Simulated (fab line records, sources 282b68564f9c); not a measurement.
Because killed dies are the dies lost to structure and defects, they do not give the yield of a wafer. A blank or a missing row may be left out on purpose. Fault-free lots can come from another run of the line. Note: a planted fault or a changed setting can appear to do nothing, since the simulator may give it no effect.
fab line records	flow ritCmos
record lots=6	wafers=18	lastDay=7
route steps=202 shown NWELL@38 PWELL@39 WELLDRIVE@50 NRETRO@53 M1@202
lots that met no fault: from a run of the same line without faults
startH: hours from the record's first day to the start of the lot's first wafer shown	waitH: how many hours have passed since the lot's step before this one	" identical to the entry in the row above	L1.1+2: one row covering several wafers at once	- no value, or no start was given	* or withheld: withheld	< > ~ a bound
route shown NAME@n: NAME is a module with steps in the file, n the number in the route of the first one	usual: mean and standard deviation over wafers with no fault	same: alike in all rows	chamber/n: place in a boat	sites: per-site readings	_std_site: how widely they spread, as a standard deviation	_edge_site: outer sites' mean less inner sites'	radiusMm: how far each site lies from the wafer's centre	mask NAME#n: copy n	behind: the last tool/chamber to shape the wafer	hold: what put the lot on hold/how long, in hours/how the hold closed	device: the transistor (n, p or np) that didn't switch	end of line: the tests these same wafers got at the end of their route	a step with no rows: only its recipe	killed: dies that structure and defects cost at the first sort, which is not the same as the wafer's yield	map: shows each die of a wafer: x if killed, . if not, _ if none is there
set.NAME: the setting that was run; set.NAME@STEP: the one run at that earlier step	model.NAME: the simulator's own value behind a step, which no gauge read
lots at some steps of the route; a table a step, a row a wafer
services: the hour from which a tool's chamber was out of use, counted from the record's first day as startH (under 0 if before that day), plus the number of hours and why
## steps
# step RIT_NWELL_TW_MEAS_10
# usual NWELL_TW=2129/19
lot.wafer	tool	chamber	startH	waitH	NWELL_TW
L470.1	filmMetro-01	-	41.04	0.1	2122
L470.3	"	-	"	"	2113
L470.4	"	-	"	"	2129
L473.1	filmMetro-01	-	56.24	0.1	2101
L473.4	"	-	"	"	2109
L473.5	"	-	"	"	2111
L475.3	filmMetro-02	-	67.69	0.1	2142
L475.5	"	-	"	"	2149
L475.6	"	-	"	"	2136
L476.4	filmMetro-04	-	73.98	0.1	2126
L476.5	"	-	"	"	2140
L476.6	"	-	"	"	2128
L477.1	filmMetro-04	-	78.61	0.1	2139
L477.5	"	-	"	"	2138
L477.6	"	-	"	"	2144
L489.1	filmMetro-02	-	136.11	0.1	2166
L489.3	"	-	"	"	2168
L489.5	"	-	"	"	2166
# step RIT_PWELL_HMDS_00
# recipe primeTimeS=60	primeTempC=140
# step RIT_PWELL_COAT_01
# recipe resist=NOVOLAK	spinRpm=2000	resistThkNm=1300
# step RIT_PWELL_SOFTBAKE_02
# recipe resist=NOVOLAK	tempC=90	timeS=60
# step RIT_PWELL_EXPOSE_03
# recipe maskId=M3	na=0.57	targetCdNm=43700	doseMj=250
# step RIT_PWELL_PEB_04
# recipe resist=NOVOLAK	tempC=withheld	timeS=withheld
# step RIT_PWELL_DEVELOP_05
# recipe resist=NOVOLAK	developTimeS=68	devTempC=23
# step RIT_PWELL_OVL_MEAS_06
# usual PWELL_OVL=-0.6/1.4
lot.wafer	tool	chamber	startH	waitH	PWELL_OVL[nm]
L470.1	overlay-02	-	41.98	-	2.0
L470.3	"	-	"	"	1.9
L470.4	"	-	"	"	1.5
L473.1	overlay-02	-	57.28	-	0.7
L473.4	"	-	"	"	0.8
L473.5	"	-	"	"	0.0
L475.3	overlay-02	-	68.62	-	0.3
L475.5	"	-	"	"	-0.8
L475.6	"	-	"	"	-1.9
L476.4	overlay-02	-	75.03	-	-0.7
L476.5	"	-	"	"	0.3
L476.6	"	-	"	"	-1.2
L477.1	overlay-01	-	79.67	-	-2.0
L477.5	"	-	"	"	-0.7
L477.6	"	-	"	"	-2.1
L489.1	overlay-02	-	137.21	-	-1.1
L489.3	"	-	"	"	0.2
L489.5	"	-	"	"	-1.7
# step RIT_PWELL_HARDBAKE_07
# recipe resist=NOVOLAK	tempC=140	timeS=120
# step RIT_PWELL_IMPLANT_08
# recipe species=B	energyKev=170	doseCm2=7e+13	tiltDeg=7
# step RIT_PWELL_STRIP_09
# recipe chemistry=O2	timeS=180	resist=NOVOLAK	platenTempC=withheld	powerW=484.6	pressureMtorr=4000	o2FlowSccm=4000
# usual chamberPressureMTorr=4000/3.9	drypumpMotorCurrentA=5.5/0.39
lot.wafer	tool	chamber	startH	waitH	chamberPressureMTorr	drypumpMotorCurrentA	rfHoursCounterH
L470.1	plasmaAsher-04	0	42.41	0.1	4003	5.2	25
L470.3	"	0	"	"	4000	5.2	-
L470.4	"	1	"	"	3993	5.5	-
L473.1	plasmaAsher-01	0	57.71	0.1	3994	6.2	42
L473.4	"	1	"	"	4000	4.8	-
L473.5	"	1	"	"	3998	4.8	-
L475.3	plasmaAsher-04	1	69.10	0.1	3996	5.6	-
L475.5	"	0	"	"	4001	5.2	-
L475.6	"	1	"	"	3998	5.6	-
L476.4	plasmaAsher-04	1	75.51	0.1	4005	5.6	-
L476.5	"	0	"	"	3998	5.2	-
L476.6	"	1	"	"	4006	5.6	-
L477.1	plasmaAsher-02	1	80.11	0.1	4001	5.4	42
L477.5	"	0	"	"	3996	5.7	-
L477.6	"	1	"	"	4001	5.4	-
L489.1	plasmaAsher-02	0	137.65	0.1	3999	5.7	2
L489.3	"	0	"	"	4000	5.7	-
L489.5	"	0	"	"	3999	5.7	-
# step RIT_PWELL_TW_MEAS_10
# usual PWELL_TW=949/8.2
lot.wafer	tool	chamber	startH	waitH	PWELL_TW
L470.1	filmMetro-04	-	42.59	0.1	945
L470.3	"	-	"	"	946
L470.4	"	-	"	"	948
L473.1	filmMetro-02	-	57.89	0.1	944
L473.4	"	-	"	"	949
L473.5	"	-	"	"	948
L475.3	filmMetro-02	-	69.24	0.1	951
L475.5	"	-	"	"	954
L475.6	"	-	"	"	947
L476.4	filmMetro-04	-	75.65	0.1	947
L476.5	"	-	"	"	950
L476.6	"	-	"	"	948
L477.1	filmMetro-02	-	80.28	0.1	958
L477.5	"	-	"	"	953
L477.6	"	-	"	"	957
L489.1	filmMetro-04	-	137.83	0.1	944
L489.3	"	-	"	"	942
L489.5	"	-	"	"	936
# step RIT_WELLDRIVE_ANNEAL_00
# recipe tempC=1100	timeS=14700	ambient=N2
# usual spikeTcCentreC=1103.1/1.1	spikeTcLoadC=1127.6/1.6	tubeCenterTempC=1100.0/0.11	tube_center_temp_C_max=1102.9/0.44
lot.wafer	tool	chamber	startH	waitH	spikeTcCentreC	spikeTcLoadC	tubeCenterTempC	tube_center_temp_C_max
L470.1	furnace-04	0	42.65	0.1	1103.0	1128.4	1100.1	1103.3
L470.3	"	0	"	"	1103.5	1128.9	1099.8	1102.8
L470.4	"	0	"	"	1104.6	1128.7	1100.1	1103.0
L473.1	furnace-03	0	59.07	1.2	1102.7	1127.5	1099.9	1103.6
L473.4	"	0	"	"	1103.4	1129.9	1099.9	1102.9
L473.5	"	0	"	"	1101.8	1128.2	1100.1	1103.0
L475.3	furnace-04	0	71.52	2.3	1095.4	1120.4	1092.1	1095.3
L475.5	"	0	"	"	1094.1	1120.0	1092.1	1094.9
L475.6	"	0	"	"	1096.9	1120.8	1091.9	1095.6
L476.4	furnace-03	0	76.14	0.5	1103.3	1128.6	1100.0	1102.6
L476.5	"	0	"	"	1102.6	1126.8	1099.8	1102.6
L476.6	"	0	"	"	1101.4	1128.6	1100.1	1101.9
L477.1	furnace-04	0	80.60	0.3	1096.1	1121.5	1091.9	1094.2
L477.5	"	0	"	"	1095.8	1119.9	1091.8	1094.4
L477.6	"	0	"	"	1096.1	1121.2	1092.3	1096.1
L489.1	furnace-02	0	138.37	0.5	1100.7	1124.5	1100.0	1103.0
L489.3	"	0	"	"	1103.3	1125.4	1100.2	1103.1
L489.5	"	0	"	"	1101.4	1125.8	1099.8	1102.7
# step RIT_WELLDRIVE_RS_MEAS_01
# recipe thkMeasGauge=four-point-probe
# usual NWELL_RS=275.6/0.7
lot.wafer	tool	chamber	startH	waitH	NWELL_RS[ohm/sq]
L470.1	filmMetro-02	-	47.73	0.0	274.5
L470.3	"	-	"	"	275.3
L470.4	"	-	"	"	275.5
L473.1	filmMetro-02	-	64.15	0.0	276.5
L473.4	"	-	"	"	276.4
L473.5	"	-	"	"	275.9
L475.3	filmMetro-04	-	76.64	0.0	284.6
L475.5	"	-	"	"	284.3
L475.6	"	-	"	"	284.3
L476.4	filmMetro-01	-	81.28	0.1	275.6
L476.5	"	-	"	"	275.3
L476.6	"	-	"	"	275.8
L477.1	filmMetro-01	-	85.68	0.0	284.9
L477.5	"	-	"	"	283.8
L477.6	"	-	"	"	284.5
L489.1	filmMetro-04	-	143.45	0.0	274.6
L489.3	"	-	"	"	275.4
L489.5	"	-	"	"	273.8
# step RIT_WELLDRIVE_RS_MEAS_02
# recipe thkMeasGauge=four-point-probe
# usual PWELL_RS=429.3/1.2
lot.wafer	tool	chamber	startH	waitH	PWELL_RS[ohm/sq]
L470.1	filmMetro-02	-	47.85	0.1	428.8
L470.3	"	-	"	"	429.6
L470.4	"	-	"	"	427.8
L473.1	filmMetro-02	-	64.27	0.1	430.9
L473.4	"	-	"	"	429.6
L473.5	"	-	"	"	430.2
L475.3	filmMetro-04	-	76.76	0.1	438.0
L475.5	"	-	"	"	435.9
L475.6	"	-	"	"	437.4
L476.4	filmMetro-01	-	81.40	0.1	429.4
L476.5	"	-	"	"	430.3
L476.6	"	-	"	"	427.7
L477.1	filmMetro-01	-	85.80	0.1	436.9
L477.5	"	-	"	"	436.5
L477.6	"	-	"	"	437.9
L489.1	filmMetro-04	-	143.57	0.1	427.7
L489.3	"	-	"	"	428.2
L489.5	"	-	"	"	428.5
# step RIT_NRETRO_HMDS_00
# recipe primeTimeS=60	primeTempC=140
# step RIT_M1_PROBE_99
# usual killedAtContacts=0.0/0.22	killedAtFrontEnd=6.9/3	killedDies=6.9/3	killedOpen=3.5/2	killedShort=3.4/2.1
# same grossDies=264	killed_at_M0_to_M3=0	killed_at_M4_up=0	killedAtBackSide=0	killedAtOther=0
lot.wafer	tool	chamber	startH	waitH	killedAtContacts	killedAtFrontEnd	killedDies	killedOpen	killedShort	model.etest.nwellPinched.rsOhmSq	model.etest.pwellPinched.rsOhmSq	model.etest.pwell.rsOhmSq	model.etest.diodePplusNwell.bvV	model.etest.diodePplusComb.cjFfUm2	model.etest.capPGate.cMinFfUm2
L470.1	prober-01	-	78.22	0.1	0	12	12	7	5	335.7	457.6	406.4	6.424	2.09	2.329
L470.3	prober-01	-	78.32	0.2	0	9	9	5	4	338.1	463.5	414.1	6.435	2.086	2.333
L470.4	prober-01	-	78.37	0.2	0	6	6	4	2	338.4	467.1	410.6	6.478	2.098	2.329
L473.1	prober-02	-	99.87	0.1	0	3	3	1	2	331.7	454.5	410.6	6.549	2.011	2.317
L473.4	prober-02	-	100.02	0.2	1	6	7	1	6	335.9	455.5	411.7	6.63	2.017	2.318
L473.5	prober-02	-	100.07	0.2	0	15	15	8	7	327.9	450.5	411.8	6.559	2.018	2.308
L475.3	prober-02	-	106.96	0.2	0	7	7	4	3	362.3	485.6	425.9	6.548	2.067	2.35
L475.5	prober-02	-	107.06	0.2	0	5	5	2	3	361.8	480.8	421.7	6.568	2.068	2.353
L475.6	prober-02	-	107.11	0.2	0	4	4	3	1	357.6	484.1	424.2	6.521	2.065	2.365
L476.4	prober-01	-	110.63	0.2	1	13	14	8	6	330	463.9	418.1	6.523	2.039	2.328
L476.5	prober-01	-	110.68	0.2	0	6	6	4	2	332.8	465.3	418.3	6.544	2.044	2.31
L476.6	prober-01	-	110.73	0.2	0	8	8	3	5	327.6	459.9	414.5	6.497	2.039	2.318
L477.1	prober-02	-	115.82	0.1	0	1	1	1	0	354.9	476.1	425	6.491	2.046	2.34
L477.5	prober-02	-	116.02	0.2	0	7	7	5	2	351.9	474.4	422.9	6.493	2.046	2.335
L477.6	prober-02	-	116.07	0.2	0	7	7	4	3	352.8	474.5	425.7	6.542	2.039	2.341
L489.1	prober-02	-	171.55	0.1	0	5	5	1	4	336	451.2	399.8	6.51	2.057	2.305
L489.3	prober-02	-	171.65	0.2	0	11	11	8	3	341.5	462.1	407.2	6.572	2.053	2.327
L489.5	prober-02	-	171.75	0.2	0	6	6	4	2	337	461.7	409.1	6.556	2.053	2.302
# killed by level:class
L470.1 GATE:geometricParticle:open=4 GATE:geometricParticle:short=2 SPACER:geometricParticle:open=2 FOX1:geometricParticle:short=1 FOX1:geometricParticle:open=1 FOX2:geometricParticle:short=1 REOX:geometricParticle:short=1
L470.3 SPACER:geometricParticle:open=4 GATE:geometricParticle:short=2 FOX2:geometricParticle:short=1 GATE:geometricParticle:open=1 SILICIDE:geometricParticle:short=1
L470.4 FOX1:geometricParticle:open=1 FOX2:geometricParticle:open=1 GATE:geometricParticle:open=1 SPACER:geometricParticle:open=1 SPACER:geometricParticle:short=1 SILICIDE:geometricParticle:short=1
L473.1 GATE:geometricParticle:short=1 GATE:geometricParticle:open=1 SPACER:geometricParticle:short=1
L473.4 SPACER:geometricParticle:short=2 FOX1:geometricParticle:short=1 FOX2:geometricParticle:short=1 GATE:geometricParticle:short=1 SILICIDE:geometricParticle:open=1 CONTACT:geometricParticle:short=1
L473.5 FOX1:geometricParticle:open=3 FOX1:geometricParticle:short=2 GATE:geometricParticle:short=2 GATE:geometricParticle:open=2 SPACER:geometricParticle:open=2 SPACER:geometricParticle:short=2 FOX2:geometricParticle:open=1 SILICIDE:geometricParticle:short=1
L475.3 FOX1:geometricParticle:open=2 GATE:geometricParticle:short=2 FOX1:geometricParticle:short=1 GATE:geometricParticle:open=1 SPACER:geometricParticle:open=1
L475.5 FOX1:geometricParticle:short=3 REOX:geometricParticle:open=1 SILICIDE:geometricParticle:open=1
L475.6 FOX1:geometricParticle:open=1 FOX1:geometricParticle:short=1 GATE:geometricParticle:open=1 SPACER:geometricParticle:open=1
L476.4 SILICIDE:geometricParticle:open=4 FOX1:geometricParticle:short=3 GATE:geometricParticle:open=2 FOX1:geometricParticle:open=1 REOX:geometricParticle:short=1 SPACER:geometricParticle:open=1 SILICIDE:geometricParticle:short=1 CONTACT:geometricParticle:short=1
L476.5 GATE:geometricParticle:open=3 FOX1:geometricParticle:open=1 GATE:geometricParticle:short=1 SILICIDE:geometricParticle:short=1
L476.6 GATE:geometricParticle:open=2 FOX1:geometricParticle:short=1 FOX1:geometricParticle:open=1 GATE:geometricParticle:short=1 REOX:geometricParticle:short=1 SPACER:geometricParticle:short=1 SILICIDE:geometricParticle:short=1
L477.1 GATE:geometricParticle:open=1
L477.5 GATE:geometricParticle:open=3 FOX1:geometricParticle:open=1 GATE:geometricParticle:short=1 REOX:geometricParticle:short=1 SPACER:geometricParticle:open=1
L477.6 GATE:geometricParticle:short=2 SPACER:geometricParticle:open=2 FOX1:geometricParticle:open=1 GATE:geometricParticle:open=1 SILICIDE:geometricParticle:short=1
L489.1 GATE:geometricParticle:short=3 FOX1:geometricParticle:short=1 FOX2:geometricParticle:open=1
L489.3 FOX1:geometricParticle:open=3 GATE:geometricParticle:open=3 GATE:geometricParticle:short=2 REOX:geometricParticle:open=2 FOX2:geometricParticle:short=1
L489.5 SPACER:geometricParticle:open=2 FOX1:geometricParticle:short=1 FOX1:geometricParticle:open=1 GATE:geometricParticle:short=1 GATE:geometricParticle:open=1
## services
tool	chamber	startH	hours	kind
furnace-02	-	61.16	13.7	pm
plasmaAsher-02	-	70.02	8.1	repair
furnace-02	-	74.88	2.9	pm
plasmaAsher-01	-	74.99	3.2	repair
plasmaAsher-01	-	90.39	5.1	repair
plasmaAsher-02	-	108.75	9.0	pm
plasmaAsher-02	0	108.75	9.0	ventCycle
plasmaAsher-02	1	108.75	9.0	ventCycle
furnace-04	-	110.36	3.8	pm
plasmaAsher-01	-	115.79	4.3	repair
plasmaAsher-02	0	117.75	-	clean
plasmaAsher-02	1	117.75	-	clean
## key
firstSign step=RIT_WELLDRIVE_ANNEAL_00	reading=tubeCenterTempC	direction=down	sigmas=71	usual=*	struck=*
effect step=RIT_WELLDRIVE_ANNEAL_00	reading=tube_center_temp_C_max	direction=down	sigmas=18	usual=*	struck=*
effect step=RIT_WELLDRIVE_RS_MEAS_01	reading=NWELL_RS	direction=up	sigmas=12	usual=275.6	struck=284.4
effect step=RIT_WELLDRIVE_RS_MEAS_02	reading=PWELL_RS	direction=up	sigmas=6.6	usual=429.3	struck=437.1
modelEffect step=RIT_M1_PROBE_99	value=etest.nwellPinched.rsOhmSq	without=339.6	struck=356.9
metAt RIT_WELLDRIVE_ANNEAL_00
struckWafers L475.3,L475.5,L475.6,L477.1,L477.5,L477.6
testerLeftOut L475,L477
fault kind=processParameterDrift	tool=furnace-04	chamber=-	onsetH=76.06	steps=RIT_WELLDRIVE_ANNEAL_00	channel=tempC	offset=*	shape=step	endH=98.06	actsIn=*	stated=*
# testerLeftOut: of these lots the tester's yield and bins aren't shown, on N5 and GAA mostly nor the transistor test; their killed dies are dies lost to structure and defects alone, not to doping, threshold or leakage, so they don't give the yield
